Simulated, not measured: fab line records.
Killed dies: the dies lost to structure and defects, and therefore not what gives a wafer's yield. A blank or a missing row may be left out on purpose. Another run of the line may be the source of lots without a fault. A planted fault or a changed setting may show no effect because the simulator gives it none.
Which tool was responsible?    flow rit_cmos    14 lots with 42 wafers sampled at 4 steps, on a route of 202 steps

## WHAT EACH GAUGE READ, for each wafer
RIT_M1_RS_MEAS_01: the measuring method here is four-point-probe.
lot   measured     on             M1_AL_RS (ohm/sq)
L739  day 3 15:28  film_metro-02  0.0760 0.0755 0.0759
L740  day 3 20:54  film_metro-04  0.0738 0.0732 0.0739
L741  day 3 21:03  film_metro-03  0.0749 0.0756 0.0748
L742  day 4 04:46  film_metro-02  0.0746 0.0746 0.0744
L743  day 4 08:10  film_metro-03  0.0749 0.0749 0.0753
L748  day 5 14:49  film_metro-03  0.0748 0.0752 0.0748
L750  day 6 00:38  film_metro-03  0.0733 0.0736 0.0734
L752  day 6 16:22  film_metro-02  0.0745 0.0750 0.0755
L755  day 7 03:10  film_metro-02  0.0756 0.0761 0.0756
L757  day 7 11:10  film_metro-03  0.0739 0.0749 0.0742
L759  day 7 15:26  film_metro-04  0.0748 0.0746 0.0747
L758  day 7 15:40  film_metro-03  0.0757 0.0754 0.0748
L761  day 8 03:57  film_metro-02  0.0751 0.0752 0.0743
L762  day 8 06:38  film_metro-02  0.0747 0.0749 0.0753

RIT_M1_OVL_MEAS_10.
lot   measured     on          M1_OVL (nm)
L739  day 3 16:48  overlay-02  -0.1 -0.9 0.8
L740  day 3 22:07  overlay-01  -2.0 -1.1 -2.1
L741  day 3 22:41  overlay-01  0.8 0.6 -0.6
L742  day 4 05:56  overlay-01  -2.7 -1.8 0.8
L743  day 4 09:26  overlay-01  -1.1 -1.4 1.0
L748  day 5 15:59  overlay-02  0.1 -0.1 2.1
L750  day 6 01:49  overlay-02  -1.0 1.6 -1.7
L752  day 6 17:43  overlay-01  0.0 -0.5 1.3
L755  day 7 04:35  overlay-01  -1.3 -2.4 -2.2
L757  day 7 12:26  overlay-01  1.8 0.3 0.4
L759  day 7 16:43  overlay-01  0.0 0.3 1.9
L758  day 7 16:58  overlay-02  -0.4 -0.5 1.2
L761  day 8 05:16  overlay-01  0.7 0.8 -0.5
L762  day 8 07:49  overlay-02  -0.3 -0.6 0.6

## TOOL THAT RAN EACH LOT (tool first, then ch and the chambers of the sampled wafers, then the start)
lot   RIT_SILICIDE_RTA_04              RIT_M1_SPUTTER_00
L739  rtp_anneal-01 ch 0, day 3 12:46  pvd_sputter-03, day 3 15:09
L740  rtp_anneal-01 ch 0, day 3 18:05  pvd_sputter-02, day 3 20:36
L741  rtp_anneal-01 ch 0, day 3 18:12  pvd_sputter-04, day 3 20:45
L742  rtp_anneal-02 ch 0, day 4 01:56  pvd_sputter-03, day 4 04:26
L743  rtp_anneal-01 ch 0, day 4 05:19  pvd_sputter-04, day 4 07:53
L748  rtp_anneal-02 ch 0, day 5 11:58  pvd_sputter-02, day 5 14:31
L750  rtp_anneal-02 ch 0, day 5 21:48  pvd_sputter-03, day 6 00:20
L752  rtp_anneal-01 ch 0, day 6 13:21  pvd_sputter-03, day 6 16:04
L755  rtp_anneal-01 ch 0, day 7 00:08  pvd_sputter-02, day 7 02:50
L757  rtp_anneal-01 ch 0, day 7 08:03  pvd_sputter-02, day 7 10:49
L759  rtp_anneal-01 ch 0, day 7 12:37  pvd_sputter-03, day 7 15:07
L758  rtp_anneal-01 ch 0, day 7 12:46  pvd_sputter-02, day 7 15:22
L761  rtp_anneal-01 ch 0, day 8 01:02  pvd_sputter-04, day 8 03:39
L762  rtp_anneal-02 ch 0, day 8 03:39  pvd_sputter-03, day 8 06:20
- RIT_SILICIDE_RTA_04: time 10 s, ramp up 5 s, ramp down 5 s.
- RIT_M1_SPUTTER_00: material Al, target thk 400 nm, time 491.7 s.

## AS READ BY THE TOOLS THEMSELVES (means over the sampled wafers that have a number; for cases with no such wafer, the mark the record gives instead)
RIT_SILICIDE_RTA_04.
lot   tool           wafer_temp_C_max
L739  rtp_anneal-01  653.5
L740  rtp_anneal-01  653.0
L741  rtp_anneal-01  653.2
L742  rtp_anneal-02  653.2
L743  rtp_anneal-01  653.8
L748  rtp_anneal-02  657.3
L750  rtp_anneal-02  657.5
L752  rtp_anneal-01  654.2
L755  rtp_anneal-01  653.5
L757  rtp_anneal-01  653.4
L759  rtp_anneal-01  653.3
L758  rtp_anneal-01  653.9
L761  rtp_anneal-01  653.8
L762  rtp_anneal-02  652.8

RIT_M1_SPUTTER_00.
lot   tool            throttle_valve_pct (%)
L739  pvd_sputter-03  29.5
L740  pvd_sputter-02  31.2
L741  pvd_sputter-04  30.6
L742  pvd_sputter-03  28.7
L743  pvd_sputter-04  31.4
L748  pvd_sputter-02  31.4
L750  pvd_sputter-03  28.9
L752  pvd_sputter-03  29.3
L755  pvd_sputter-02  31.2
L757  pvd_sputter-02  31.2
L759  pvd_sputter-03  29.2
L758  pvd_sputter-02  31.5
L761  pvd_sputter-04  30.0
L762  pvd_sputter-03  29.8

## THE ANSWER, worked out from the rows above alone
Rule: what is usual is taken from the lots themselves. Put in order of their means at a reading, lots are off if they are a third of the lots or fewer, leave a main group of 4 or more, and stand apart from it by a gap of 3 or more times the standard deviation of the main group's means; of several such gaps the widest counts. If all means in a main group match to the digits the tables above print for the reading, that group is not used. Also off: a lot with no number at a reading for which 4 or more lots have one. Where the step has rows for the other lots, those lots are counted as sound. The gauges are gone through in route order, then the tools' own readings, and for those a lot's mean is taken as printed above. The first step at which some lot is off is used, and at that step the reading that is off furthest; a lot without a number counts as furthest.
Off, at RIT_SILICIDE_RTA_04 on wafer_temp_C_max: L748, L750. For the main group the mean is 653.5 and the standard deviation 0.39.
A tool fits if, at that step or a process step before it, it ran every lot that is off, and no sound lot after the first of them. Of those tried, none fits.

## WHAT WAS PUT IN BY THE SIMULATOR
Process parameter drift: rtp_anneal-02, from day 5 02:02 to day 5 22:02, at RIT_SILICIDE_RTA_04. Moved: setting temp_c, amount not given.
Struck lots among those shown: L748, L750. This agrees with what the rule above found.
